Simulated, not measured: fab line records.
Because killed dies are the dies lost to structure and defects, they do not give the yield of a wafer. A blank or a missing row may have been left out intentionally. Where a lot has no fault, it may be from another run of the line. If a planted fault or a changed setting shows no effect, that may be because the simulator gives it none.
2 desks, one fault + flow berkeley-cmos170 + numbers are kept per desk, each desk with only its own; the story behind them comes last

## TOOL OWNER'S DESK, pvd-sputter-04
The tool's own readings at UCB170_M1_SPUTTER_00 (material Al, target thk 600 nm, time 80 s): means of the sampled wafers that have a number, for each lot that ran on this tool. Any lot whose mean is over 4 standard deviations away from the usual mean is out of limits and marked OUT; that distance is given in the brackets.
Columns: A = throttle-valve-pct at UCB170_M1_SPUTTER_00, usual 29.8 %
| lot  | first seen here | A    |
|------|-----------------|------|
| L866 | day 7 02:44     | 29.7 |
| L870 | day 7 11:33     | 30.9 |
| L872 | day 8 00:25     | 29.9 |
| L881 | day 9 15:04     | 29.6 |
| L882 | day 10 02:11    | 29.5 |
| L885 | day 11 16:01    | 30.9 |
This desk's verdict: no lot among the 6 shows anything out of limits.

## THE METROLOGY DESK
What the gauges read for every lot (on any tool): the sampled wafers with a number, averaged. Any lot whose mean is over 4 standard deviations away from the usual mean is out of limits and marked OUT; that distance is given in the brackets.
Columns: A = cd-nm at UCB170_PSD_CD_MEAS_06, usual 1200.0 nm; B = M1_AL_RS at UCB170_M1_RS_MEAS_01, usual 0.0481 ohm/sq; C = M1_AL_THK at UCB170_M1_THK_MEAS_02, usual 606 nm
| lot  | first seen here | A      | B                | C             |
|------|-----------------|--------|------------------|---------------|
| L868 | day 6 17:10     | 1197.4 | 0.0475           | 610           |
| L866 | day 6 17:17     | 1200.0 | 0.0479           | 609           |
| L870 | day 7 00:16     | 1199.0 | 0.0479           | 612           |
| L872 | day 7 15:07     | 1199.5 | 0.0484           | 602           |
| L871 | day 7 15:14     | 1199.0 | 0.0472           | 614           |
| L877 | day 8 07:08     | 1200.6 | 0.0475           | 613           |
| L876 | day 8 07:28     | 1201.5 | 0.0481           | 603           |
| L873 | day 8 07:47     | 1201.6 | 0.0482           | 607           |
| L875 | day 8 07:59     | 1201.3 | 0.0483           | 600           |
| L881 | day 9 05:51     | 1200.0 | 0.0487           | 596           |
| L880 | day 9 06:03     | 1195.9 | 0.0479           | 613           |
| L882 | day 9 17:19     | 1200.4 | 0.0486           | 599           |
| L885 | day 11 00:19    | 1199.4 | 0.0399 (-14) OUT | 727 (+17) OUT |
This desk's finding: out of limits on L885; first on L885, day 11 16:08 (M1_AL_RS at UCB170_M1_RS_MEAS_01). L868, L866, L870, L872, L871, L877, L876, L873, L875, L881, L880, L882 stayed within limits.

## PUT TOGETHER
At day 11 16:08 the metrology desk could have sounded an alarm, on L885.
Nothing out of limits was seen by the tool owner's desk.
On record at the tool owner's desk: L885, within its limits.
Every lot named ran UCB170_M1_SPUTTER_00 on pvd-sputter-04.

## WHAT THE SIMULATOR PUT IN
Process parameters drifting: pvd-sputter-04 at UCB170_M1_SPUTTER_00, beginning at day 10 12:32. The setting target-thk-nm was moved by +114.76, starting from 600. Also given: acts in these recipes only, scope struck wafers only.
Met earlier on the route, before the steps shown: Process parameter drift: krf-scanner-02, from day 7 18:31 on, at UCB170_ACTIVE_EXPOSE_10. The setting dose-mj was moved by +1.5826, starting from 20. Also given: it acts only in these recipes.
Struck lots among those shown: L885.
Hours from the fault's start to each desk's first reading out of limits: the metrology desk, 28.
